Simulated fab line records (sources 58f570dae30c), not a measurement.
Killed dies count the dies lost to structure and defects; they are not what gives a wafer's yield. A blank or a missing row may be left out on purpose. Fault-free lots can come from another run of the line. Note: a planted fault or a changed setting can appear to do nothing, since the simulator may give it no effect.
What tool caused it? | flow berkeleyCmos170 | 14 lots, 42 wafers sampled, at 2 steps of a route of 331

## WHAT THE GAUGES READ, wafer by wafer
UCB170_NWELL_THK_MEAS_05.
lot  | measured    | on           | NWELL_NITRIDE_THK (nm)
L826 | day 2 06:11 | filmMetro-02 | 223.3 225.4 224.0
L827 | day 2 07:53 | filmMetro-02 | 223.6 225.2 224.0
L828 | day 2 13:25 | filmMetro-03 | 223.8 226.7 222.4
L830 | day 3 04:39 | filmMetro-03 | 225.5 225.5 226.4
L831 | day 3 04:41 | filmMetro-02 | 227.2 225.0 228.5
L833 | day 3 15:32 | filmMetro-03 | 224.1 223.9 224.0
L834 | day 3 22:23 | filmMetro-01 | 225.0 226.3 226.1
L836 | day 4 09:38 | filmMetro-03 | 224.9 225.6 225.9
L837 | day 4 16:50 | filmMetro-01 | 226.0 226.9 225.2
L838 | day 4 23:16 | filmMetro-03 | 224.8 223.8 224.1
L840 | day 5 08:55 | filmMetro-02 | 228.1 226.5 226.6
L842 | day 5 14:34 | filmMetro-01 | 450.2 450.8 451.8
L845 | day 6 07:58 | filmMetro-02 | 446.1 443.6 450.0
L848 | day 6 19:58 | filmMetro-02 | 225.3 226.3 225.5

## WHAT TOOL EACH LOT RAN ON (gives the tool, then ch and the chambers of the sampled wafers, and finally the start)
lot  | UCB170_NWELL_CVD_04
L826 | lpcvd-02 ch 1, day 2 04:15
L827 | lpcvd-01 ch 0, day 2 05:56
L828 | lpcvd-02 ch 1, day 2 11:28
L830 | lpcvd-02 ch 1, day 3 02:43
L831 | lpcvd-02 ch 0, day 3 02:43
L833 | lpcvd-02 ch 1, day 3 13:35
L834 | lpcvd-01 ch 0, day 3 20:26
L836 | lpcvd-01 ch 1, day 4 07:41
L837 | lpcvd-01 ch 1, day 4 14:52
L838 | lpcvd-02 ch 0, day 4 21:19
L840 | lpcvd-02 ch 1, day 5 06:59
L842 | lpcvd-01 ch 0, day 5 10:31 and lpcvd-02 ch 0, day 5 12:37
L845 | lpcvd-01 ch 0, day 6 03:00
L848 | lpcvd-02 ch 0, day 6 18:01
- UCB170_NWELL_CVD_04: deposits Si3N4 from SiH2Cl2/NH3, target thk 224 nm, time 3360 s.

## AS READ BY THE TOOLS THEMSELVES (means over the sampled wafers that have a number; for cases with no such wafer, the mark the record gives instead)
UCB170_NWELL_CVD_04.
lot  | tool              | sih2cl2FlowSccm (sccm) | spikeTcSourceC (C) | zonePowerLoadPct (%)
L826 | lpcvd-02          | 25.07                  | 821.2              | 22.1
L827 | lpcvd-01          | 24.98                  | 826.3              | 19.0
L828 | lpcvd-02          | 24.97                  | 820.9              | 22.3
L830 | lpcvd-02          | 24.95                  | 820.7              | 22.1
L831 | lpcvd-02          | 25.07                  | 823.2              | 20.8
L833 | lpcvd-02          | 24.94                  | 820.2              | 22.2
L834 | lpcvd-01          | 24.95                  | 825.7              | 18.9
L836 | lpcvd-01          | 24.99                  | 822.8              | 19.1
L837 | lpcvd-01          | 24.94                  | 821.5              | 19.0
L838 | lpcvd-02          | 24.96                  | 824.4              | 20.6
L840 | lpcvd-02          | 25.03                  | 820.9              | 22.2
L842 | lpcvd-01/lpcvd-02 | 24.95                  | 824.8              | 19.9
L845 | lpcvd-01          | 25.00                  | 825.8              | 19.0
L848 | lpcvd-02          | 25.03                  | 823.4              | 20.7

## THE ANSWER, worked out from the rows above alone
Rule: the lots themselves supply what counts as usual. The widest of any qualifying gaps counts: lots, ordered by their means at a reading, are off when they make up no more than a third of the lots, leave a main group of 4 or more, and stand apart from it by 3 or more times the standard deviation of that group's means. A main group is skipped when, at the precision printed for the reading in the tables above, its means are all equal. A lot without any number at a reading at which 4 lots or more have one is off too. The other lots that the step has rows for count as sound. After the gauges, taken in route order, come the tools' own readings; for these a lot's mean is taken, as printed above. At the first step where some lot is off, the reading lying furthest off is the one used; lots without a number count as furthest.
Off: at UCB170_NWELL_THK_MEAS_05 (NWELL_NITRIDE_THK), L842, L845. For the main group the mean is 225.3 nm and the standard deviation 1.
A tool fits if, at a process step before that reading, it ran every lot that is off, and no sound lot after the first of them. Those tools and the gauges at UCB170_NWELL_THK_MEAS_05 are tried in the same way. One candidate fits, namely lpcvd-01 at UCB170_NWELL_CVD_04. A fault onset in the window from L837 (day 4 14:52, its last sound lot) to L842 (day 5 10:31, its first lot off) fits.

## WHAT THE SIMULATOR HAD INSERTED
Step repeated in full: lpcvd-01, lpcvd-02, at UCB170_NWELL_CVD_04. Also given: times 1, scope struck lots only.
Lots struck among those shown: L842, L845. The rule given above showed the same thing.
